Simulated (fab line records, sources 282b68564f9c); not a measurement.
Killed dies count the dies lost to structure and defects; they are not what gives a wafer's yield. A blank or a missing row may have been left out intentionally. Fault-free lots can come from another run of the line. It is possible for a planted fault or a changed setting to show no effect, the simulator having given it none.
Split-lot study	flow rit_cmos	23 wafers read from 5 lots, route of 202 steps

== ON THE SPLIT ==
At RIT_NWELL_IMPLANT_08, the setting dose_cm2 was moved away from the recipe's 5e+13 on 8 of the 23 wafers read, by -2.7% to +6.9%. This setting was run at the recipe's value on the other wafers.

== FROM THE SPLIT TO THE READING: what the file shows between them, 5 steps ==
- RIT_NWELL_STRIP_09: strips in O2, time 180 s
- RIT_NWELL_TW_MEAS_10
- RIT_PWELL_IMPLANT_08 (also split here: dose_cm2)
- RIT_PWELL_STRIP_09: strips in O2, time 180 s
- RIT_WELLDRIVE_ANNEAL_00: time 14700 s

== THE READING ==
NWELL_RS, in ohm/sq, at RIT_WELLDRIVE_RS_MEAS_01 (measures by four-point-probe). Typical for fault-free wafers on this fab line: 275.7 ohm/sq, with standard deviation 0.85 ohm/sq.

wafer	tool, chamber at the split	dose_cm2 as run	against the recipe	NWELL_RS, ohm/sq	against lot-mates on the recipe
L074.2	implanter-02, 0	5e+13	recipe	275.5	-
L074.3	implanter-02, 0	4.865e+13	-2.7%	278.5	+3.8
L074.4	implanter-02, 0	4.865e+13	-2.7%	279.4	+4.7
L074.5	implanter-02, 0	5e+13	recipe	274.4	-
L074.6	implanter-02, 0	5e+13	recipe	274.3	-
L079.1	implanter-01, 0	5e+13	recipe	276.7	-
L079.2	implanter-01, 0	5e+13	recipe	276.7	-
L079.3	implanter-01, 0	5e+13	recipe	276.7	-
L079.5	implanter-01, 0	5.345e+13	+6.9%	265.1	-11.6
L079.6	implanter-01, 0	5.345e+13	+6.9%	265.0	-11.7
L081.1	implanter-01, 0	5e+13	recipe	275.5	-
L081.2	implanter-01, 0	5.155e+13	+3.1%	271.4	-4.2
L081.4	implanter-01, 0	5.155e+13	+3.1%	270.3	-5.3
L081.5	implanter-01, 0	5e+13	recipe	275.7	-
L081.6	implanter-01, 0	5e+13	recipe	275.6	-
L082.2	implanter-01, 0	5e+13	recipe	274.7	-
L082.3	implanter-01, 0	4.893e+13	-2.1%	278.4	+4.1
L082.4	implanter-01, 0	5e+13	recipe	274.3	-
L082.5	implanter-01, 0	4.893e+13	-2.1%	277.6	+3.3
L082.6	implanter-01, 0	5e+13	recipe	274.0	-
L085.1	implanter-03, 0	5e+13	recipe	275.1	-
L085.4	implanter-03, 0	5e+13	recipe	274.6	-
L085.6	implanter-03, 0	5e+13	recipe	275.0	-

THE FIT
A straight line over all 23 wafers: NWELL_RS changes by -1.44 ohm/sq for each +1% of dose_cm2; r = -0.98; the points scatter about the line by 0.8 ohm/sq.
The same after taking each lot's own level away (the mean of its wafers on the recipe; 23 wafers): -1.66 ohm/sq for each +1%; r = -1.00; scatter 0.39 ohm/sq.
According to that fit, moving dose_cm2 by its largest amount changes the reading by 11 ohm/sq.
Measured against the standard deviation above, the lots' own levels, which go from 274.33 to 276.70 ohm/sq, span 2.8 times it.
So the lot-to-lot level changes the slope: the two fits differ.
Check: for one of the wafers moved furthest among these (+6.9%), held out of the fit, the line's prediction against its lot-mates is -11.3 ohm/sq. Against them it came out at -11.6 ohm/sq.

== THE OTHER SPLITS THESE WAFERS WENT THROUGH ==
Other splits were also applied to these wafers ahead of the reading. Each is held against what the fit with the lots' levels taken away leaves over:
other split on the same wafers	wafers away from the commonest value	r with NWELL_RS (lot level and that fit taken away)
RIT_ACTIVE_OXIDATION_01 ox_time_s	15	-0.13
RIT_FOX2_OXIDATION_00 ox_time_s	10	+0.22
RIT_FOX2_WET_ETCH_03 time_s	18	-0.11
RIT_PWELL_IMPLANT_08 dose_cm2	8	+0.01

== THE WHOLE CHAIN: every reading that the file lists as answering this split, in the file's order ==
step	what it does	reading	change (the file's fit)	r (the file's)
RIT_NWELL_TW_MEAS_10		NWELL_TW	+7.36 for each +1% of the setting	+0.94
RIT_WELLDRIVE_RS_MEAS_01	measures by four-point-probe	NWELL_RS	-1.65 for each +1% of the setting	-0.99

== FILE'S OWN FIT ==
NWELL_RS changes by -1.65 ohm/sq for each +1% of dose_cm2, r = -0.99.
